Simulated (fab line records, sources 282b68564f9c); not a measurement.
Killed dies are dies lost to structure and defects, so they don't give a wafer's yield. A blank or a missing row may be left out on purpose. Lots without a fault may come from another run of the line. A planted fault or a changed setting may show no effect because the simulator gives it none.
Which tool did it? | flow rit_cmos | 15 lots, 45 wafers sampled, at 5 steps of a route of 202

WHAT THE GAUGES READ, wafer by wafer
RIT_GATE_THK_MEAS_07.
lot  | measured    | on            | GATE_OXIDE_THK (nm)
L135 | day 2 23:11 | film_metro-03 | 3.01 3.00 3.01
L137 | day 3 03:01 | film_metro-01 | 3.08 3.02 3.09
L138 | day 3 07:32 | film_metro-02 | 2.99 2.99 3.02
L139 | day 3 14:59 | film_metro-03 | 3.05 3.08 3.06
L141 | day 3 20:38 | film_metro-03 | 2.94 2.96 3.00
L145 | day 4 19:46 | film_metro-01 | 2.99 3.01 2.96
L146 | day 4 23:15 | film_metro-03 | 3.07 3.09 3.06
L147 | day 5 04:26 | film_metro-02 | 2.99 2.98 2.97
L149 | day 5 13:38 | film_metro-01 | 3.09 2.98 2.98
L150 | day 5 21:31 | film_metro-01 | 3.05 3.03 3.00
L152 | day 6 04:04 | film_metro-01 | 3.04 3.10 3.08
L154 | day 6 13:41 | film_metro-03 | 3.06 3.06 3.10
L155 | day 6 14:39 | film_metro-03 | 3.10 3.07 3.05
L156 | day 7 00:19 | film_metro-01 | 3.15 3.03 3.05
L158 | day 7 11:22 | film_metro-01 | 3.04 3.02 2.98

RIT_PLDD_OVL_MEAS_06.
lot  | measured    | on         | PLDD_OVL (nm)
L135 | day 3 09:52 | overlay-02 | -0.3 0.6 1.0
L137 | day 3 12:10 | overlay-02 | -0.8 0.3 -0.6
L138 | day 3 17:06 | overlay-01 | 0.5 2.1 1.5
L139 | day 4 01:14 | overlay-01 | 0.3 1.7 -0.3
L141 | day 4 05:37 | overlay-01 | -2.4 -3.5 -1.8
L145 | day 5 05:31 | overlay-01 | -0.9 -0.4 -2.0
L146 | day 5 12:03 | overlay-02 | 3.6 1.9 1.6
L147 | day 5 14:25 | overlay-02 | 0.6 -1.0 0.8
L149 | day 6 00:45 | overlay-02 | -2.4 -0.8 -1.4
L150 | day 6 06:23 | overlay-02 | 1.2 1.3 1.3
L152 | day 6 15:01 | overlay-01 | 2.1 2.4 1.2
L154 | day 6 22:55 | overlay-01 | 0.8 -0.1 1.9
L155 | day 7 01:22 | overlay-02 | 0.4 0.7 1.2
L156 | day 7 09:46 | overlay-01 | 0.9 -1.1 0.8
L158 | day 7 20:10 | overlay-01 | -2.1 -1.2 -1.0

RIT_CONTACT_CD_MEAS_90: target cd 1000 nm.
lot  | measured    | on        | cd_nm (nm)
L135 | day 3 19:26 | cd_sem-01 | 999.8 1001.6 1002.2
L137 | day 3 22:45 | cd_sem-02 | 999.0 999.7 1003.1
L138 | day 4 03:02 | cd_sem-02 | 999.4 999.4 1001.0
L139 | day 4 11:05 | cd_sem-01 | 995.5 997.4 999.1
L141 | day 4 15:07 | cd_sem-02 | 1001.4 1003.4 1003.5
L145 | day 5 14:46 | cd_sem-02 | - - -
L146 | day 5 21:23 | cd_sem-02 | - - -
L147 | day 5 23:56 | cd_sem-02 | - - -
L149 | day 6 10:38 | cd_sem-02 | 1000.9 1003.5 1001.2
L150 | day 6 16:01 | cd_sem-02 | 998.5 998.2 997.0
L152 | day 7 00:28 | cd_sem-01 | 1000.4 1000.2 999.0
L154 | day 7 08:41 | cd_sem-02 | 1002.4 1004.1 1004.1
L155 | day 7 10:45 | cd_sem-01 | 1000.3 998.2 999.7
L156 | day 7 19:17 | cd_sem-02 | 1005.7 1003.2 1003.8
L158 | day 8 05:30 | cd_sem-02 | 998.5 1000.1 999.8

WHICH TOOL RAN EACH LOT (tool, then ch and the chambers of the sampled wafers, then the start)
lot  | RIT_PSD_STRIP_09                    | RIT_CONTACT_CVD_00
L135 | plasma_asher-01 ch 0,1, day 3 15:48 | pecvd-02 ch 0,1,2, day 3 17:27
L137 | plasma_asher-02 ch 0,1, day 3 18:51 | pecvd-03 ch 1,2, day 3 20:38
L138 | plasma_asher-04 ch 0,1, day 3 23:38 | pecvd-02 ch 0,1,2, day 4 01:17
L139 | plasma_asher-04 ch 0,1, day 4 07:12 | pecvd-01 ch 0,1,2, day 4 08:52
L141 | plasma_asher-02 ch 0,1, day 4 11:22 | pecvd-02 ch 0,2, day 4 13:02
L145 | plasma_asher-04 ch 0,1, day 5 11:19 | pecvd-01 ch 1,2, day 5 12:59
L146 | plasma_asher-02 ch 0, day 5 17:58   | pecvd-03 ch 0,2, day 5 19:38
L147 | plasma_asher-02 ch 0,1, day 5 20:13 | pecvd-02 ch 0,1, day 5 21:53
L149 | plasma_asher-04 ch 1, day 6 06:51   | pecvd-03 ch 0,1,2, day 6 08:33
L150 | plasma_asher-02 ch 0,1, day 6 12:27 | pecvd-02 ch 1,2, day 6 14:07
L152 | plasma_asher-02 ch 1, day 6 20:52   | pecvd-03 ch 0,1, day 6 22:31
L154 | plasma_asher-02 ch 0,1, day 7 05:14 | pecvd-01 ch 0,2, day 7 06:52
L155 | plasma_asher-01 ch 0,1, day 7 07:14 | pecvd-03 ch 0,1,2, day 7 08:50
L156 | plasma_asher-04 ch 0,1, day 7 15:40 | pecvd-02 ch 0,1,2, day 7 17:24
L158 | plasma_asher-02 ch 0,1, day 8 01:50 | pecvd-03 ch 0,1,2, day 8 03:44
- RIT_PSD_STRIP_09: strips in O2, time 180 s.
- RIT_CONTACT_CVD_00: deposits SiO2 from TEOS, target thk 400 nm, time 61 s.

WHAT THE TOOLS THEMSELVES READ (means of the sampled wafers that have a number; where no wafer has one, the mark that the record gives instead)
RIT_PSD_STRIP_09.
lot  | tool            | drypump_motor_current_A (A)
L135 | plasma_asher-01 | 5.89
L137 | plasma_asher-02 | 6.39
L138 | plasma_asher-04 | 6.01
L139 | plasma_asher-04 | 5.98
L141 | plasma_asher-02 | 6.44
L145 | plasma_asher-04 | 6.03
L146 | plasma_asher-02 | 6.45
L147 | plasma_asher-02 | 6.41
L149 | plasma_asher-04 | 5.96
L150 | plasma_asher-02 | 6.44
L152 | plasma_asher-02 | 6.39
L154 | plasma_asher-02 | 6.40
L155 | plasma_asher-01 | 5.79
L156 | plasma_asher-04 | 6.01
L158 | plasma_asher-02 | 6.40

RIT_CONTACT_CVD_00.
lot  | tool     | heater_power_w (W) | rf_fwd_power_W (W)
L135 | pecvd-02 | 298                | 397.2
L137 | pecvd-03 | 311                | 399.4
L138 | pecvd-02 | 314                | 398.1
L139 | pecvd-01 | 321                | 397.8
L141 | pecvd-02 | 292                | 396.1
L145 | pecvd-01 | -                  | -
L146 | pecvd-03 | -                  | -
L147 | pecvd-02 | -                  | -
L149 | pecvd-03 | 301                | 397.1
L150 | pecvd-02 | 290                | 396.1
L152 | pecvd-03 | 262                | 397.5
L154 | pecvd-01 | 320                | 398.3
L155 | pecvd-03 | 310                | 396.3
L156 | pecvd-02 | 310                | 397.6
L158 | pecvd-03 | 317                | 397.2

THE ANSWER, worked out from the rows above alone
Rule: what is usual is taken from the lots themselves. Put in order of their means at a reading, lots are off if they are a third of the lots or fewer, leave a main group of 4 or more, and stand apart from it by a gap of 3 or more times the standard deviation of the main group's means; of several such gaps the widest counts. A main group whose means are all the same, to the digits that the tables above print for the reading, isn't used. A lot without any number at a reading at which 4 lots or more have one is off too. The other lots that the step has rows for count as sound. The gauges are gone through in route order, then the tools' own readings, and for those a lot's mean is taken as printed above. The first step at which some lot is off is used, and at that step the reading that is off furthest; a lot without a number counts as furthest.
Off: L145, L146, L147, at RIT_CONTACT_CD_MEAS_90 (cd_nm). Without a number there: L145, L146, L147. The main group: mean 1000.7 nm, standard deviation 2.
A tool fits if, at a process step before that reading, it ran every lot that is off, and no sound lot after the first of them. The gauges at RIT_CONTACT_CD_MEAS_90 aren't tried: what is off there is off at RIT_CONTACT_CVD_00 too, on other tools, and a gauge's error can't cause that. None of those tried fits.

WHAT THE SIMULATOR HAD PUT IN
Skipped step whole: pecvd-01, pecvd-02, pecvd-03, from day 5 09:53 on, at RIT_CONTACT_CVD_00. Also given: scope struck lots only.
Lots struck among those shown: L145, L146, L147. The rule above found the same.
